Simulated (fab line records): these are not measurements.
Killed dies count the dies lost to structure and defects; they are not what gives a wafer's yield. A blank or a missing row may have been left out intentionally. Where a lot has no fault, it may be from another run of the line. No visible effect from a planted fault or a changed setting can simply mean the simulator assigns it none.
Comparing a struck lot with a sound one | flow berkeley_cmos170 | 14 steps out of a route of 331
Sound: the wafers L110.1, L110.2, L110.4. Struck: wafers L998.3, L998.5, L998.6. The cause comes at the end.
For every step that has rows: the tool of each side, followed by ch and its chambers, followed by its first start. Under that, the readings that differ: sound wafers | struck wafers | difference of the means | sigmas: that difference in standard deviations of wafers without a fault.
alike: same words and numbers on both sides, and readings whose means sit less than 2 such deviations apart. not compared: any withheld reading, any reading some wafer has no value for, any bound like >300 that may hide the same value, and any number with overlapping values for which the record gives no deviation.
Wherever a step has rows on one side only, a row that says differs or no value, or a row with sigmas, the two part there. When numbers do not overlap yet have no deviation, they are printed without sigmas and do not part them. Lack of a reading on every wafer of one side parts them only where that side has two or more wafers.

UCB170_M2_CD_MEAS_90: the cd target is 700 nm.
  sound on cd_sem-02, day 12 06:50; struck on cd_sem-02, day 10 07:37
  alike: cd_nm
UCB170_V2_CVD_00: deposits SiO2 from TEOS/O2, target thk 2000 nm, time 250 s.
  sound on pecvd-01 ch 0,1,2, day 12 06:58; struck on pecvd-02 ch 0,1, day 10 07:41
  alike: heater_power_w
UCB170_V2_THK_MEAS_01:
  sound on film_metro-04, day 12 07:07; struck on film_metro-04, day 10 07:52
  alike: V2_TEOS_THK
UCB170_V2_CMP_02: polishes SiO2.
  sound on cmp-02 ch 0,1,2, day 12 08:44; struck on cmp-01 ch 0,1, day 10 07:58
  alike: motor_current_A, platen_rpm, retaining_ring_pressure_frac
UCB170_V2_BOW_MEAS_03:
  sound on film_metro-04, day 12 08:59; struck on film_metro-03, day 10 08:15
  alike: V2_BOW
UCB170_V2_THK_MEAS_04:
  sound on film_metro-04, day 12 09:07; struck on film_metro-03, day 10 08:21
  alike: V2_POLISHED_THK
then, 6 steps without rows for these wafers: UCB170_V2_CLEAN_05 (cleans in DIW); UCB170_V2_HMDS_06 (prime time 60 s); UCB170_V2_COAT_07 (resist thk 900 nm); UCB170_V2_SOFTBAKE_08 (time 60 s); UCB170_V2_EXPOSE_09 (exposes mask VIA2, target cd 700 nm); UCB170_V2_PEB_10.
UCB170_V2_DEVELOP_11: develop time 45 s.
  struck on litho_track-03, day 10 09:00; sound on litho_track-04 ch 0, day 12 12:00
  no value came back on the struck wafers for chill_plate_temp_C (C), develop_time_s (s), developer_temp_C (C); on the sound wafers chill_plate_temp_C (C) reads 23.07 22.99 23.11
  reading                             | sound             | struck            | difference | sigmas
  model.KrF_of_V2_COAT_07.thk_nm (nm) | 886.5 888.7 888.3 | 904.3 903.5 902.9 | +15.7      |
UCB170_V2_CD_MEAS_12: the cd target is 700 nm.
  sound on cd_sem-02, day 12 12:22; struck on cd_sem-01, day 10 09:34
  reading    | sound             | struck | difference                    | sigmas
  cd_nm (nm) | 697.6 698.0 698.3 | - - -  | no value on the struck wafers |

== WHERE THEY PART ==
First at UCB170_V2_DEVELOP_11; last, within this record, at UCB170_V2_CD_MEAS_12.

WHY: whatever the simulator had introduced
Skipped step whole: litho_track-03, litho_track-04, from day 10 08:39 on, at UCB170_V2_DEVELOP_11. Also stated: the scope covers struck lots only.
